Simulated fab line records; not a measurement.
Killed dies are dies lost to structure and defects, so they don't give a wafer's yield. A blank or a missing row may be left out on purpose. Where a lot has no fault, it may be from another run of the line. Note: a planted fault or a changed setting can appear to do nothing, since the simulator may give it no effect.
Check of tool commonality	flow berkeleyCmos170	Lots sampled 13, wafers sampled 39

## THE REASON FOR OPENING IT
At UCB170_V2_THK_MEAS_01 the reading V2_TEOS_THK is flagged on 1 of 13 lots. Wafers without a fault read 2002 nm, standard deviation 27.
Rule: flag the lot when none of its wafers has a number, or when each of its wafers that has one lies beyond 4 standard deviations from that mean. The other lots count as sound.

lot	measured	on	V2_TEOS_THK (nm), wafer by wafer	flag
L151	day 8 06:23	filmMetro-03	1985 2062 2052	
L153	day 8 20:57	filmMetro-02	2025 2019 2031	
L154	day 9 19:58	filmMetro-04	1976 2015 2004	
L156	day 10 10:35	filmMetro-02	1970 1995 2022	
L159	day 10 13:55	filmMetro-04	1977 1970 1958	
L158	day 10 14:25	filmMetro-03	2001 2012 2038	
L160	day 10 14:33	filmMetro-04	2002 2032 2049	
L163	day 11 20:35	filmMetro-03	1974 1969 2016	
L164	day 12 01:59	filmMetro-04	1970 1935 2011	
L166	day 12 12:14	filmMetro-04	1986 1972 1983	
L169	day 13 00:14	filmMetro-03	1954 1945 1948	
L170	day 13 03:42	filmMetro-03	1999 2049 2000	
L171	day 13 08:13	filmMetro-04	809 827 854	FLAGGED
The mean of the flagged lots' numbers is 830 nm, -1172 nm from the usual (-43 standard deviations).

## WHICH TOOL RAN EACH LOT
The record holds 1 process step before the reading, out of a route of 331 steps. Read each cell as the tool, then ch plus the chambers that the sampled wafers visited, then the start.
lot	flag	UCB170_V2_CVD_00
L151		pecvd-04 ch 1,2, day 8 06:13
L153		pecvd-01 ch 0,2, day 8 20:48
L154		pecvd-04 ch 0,1, day 9 19:47
L156		pecvd-02 ch 0,2, day 10 10:26
L159		pecvd-02 ch 0,1,2, day 10 13:46
L158		pecvd-04 ch 0,2, day 10 14:15
L160		pecvd-01 ch 0,2, day 10 14:22
L163		pecvd-04 ch 0,1,2, day 11 20:26
L164		pecvd-02 ch 0,2, day 12 01:50
L166		pecvd-04 ch 1,2, day 12 12:04
L169		pecvd-02 ch 1,2, day 13 00:05
L170		pecvd-02 ch 0,1, day 13 03:32
L171	FLAGGED	pecvd-02 ch 0,1,2, day 13 08:03
These steps, and what they do:
- UCB170_V2_CVD_00: deposits SiO2 from TEOS/O2, target thk 2000 nm, time 250 s.
- UCB170_V2_THK_MEAS_01

## FLAGGED AGAINST TOTAL, ONE TOOL AT A TIME (gauges that did the reading follow at the end)
step	tool	lots run	flagged	share of the flagged lots	sound lots run after its first flagged lot
UCB170_V2_CVD_00	pecvd-01	2	0	none	-
UCB170_V2_CVD_00	pecvd-02	6	1	all	0
UCB170_V2_CVD_00	pecvd-04	5	0	none	-
UCB170_V2_THK_MEAS_01	filmMetro-02	2	0	none	-
UCB170_V2_THK_MEAS_01	filmMetro-03	5	0	none	-
UCB170_V2_THK_MEAS_01	filmMetro-04	6	1	all	0

## WHAT THE TABLE PERMITS
In 2 table rows, all flagged lots were run: pecvd-02 (UCB170_V2_CVD_00), filmMetro-04 (UCB170_V2_THK_MEAS_01).
- pecvd-02 at UCB170_V2_CVD_00 ran 6 lots, 1 of them flagged. Its last sound lot is L170 (day 13 03:32), its first flagged lot L171 (day 13 08:03): a fault that began between those two fits.
- filmMetro-04 at UCB170_V2_THK_MEAS_01 ran 6 lots, 1 of them flagged. Its last sound lot is L166 (day 12 12:14), its first flagged lot L171 (day 13 08:13): a fault that began between those two fits.
These 2 tools cannot be told apart by counting lots, since each of them fits a fault that started at some hour. More lots, or a look at what each step does to the wafer, might.

## WHAT THE SIMULATOR HAD INSERTED
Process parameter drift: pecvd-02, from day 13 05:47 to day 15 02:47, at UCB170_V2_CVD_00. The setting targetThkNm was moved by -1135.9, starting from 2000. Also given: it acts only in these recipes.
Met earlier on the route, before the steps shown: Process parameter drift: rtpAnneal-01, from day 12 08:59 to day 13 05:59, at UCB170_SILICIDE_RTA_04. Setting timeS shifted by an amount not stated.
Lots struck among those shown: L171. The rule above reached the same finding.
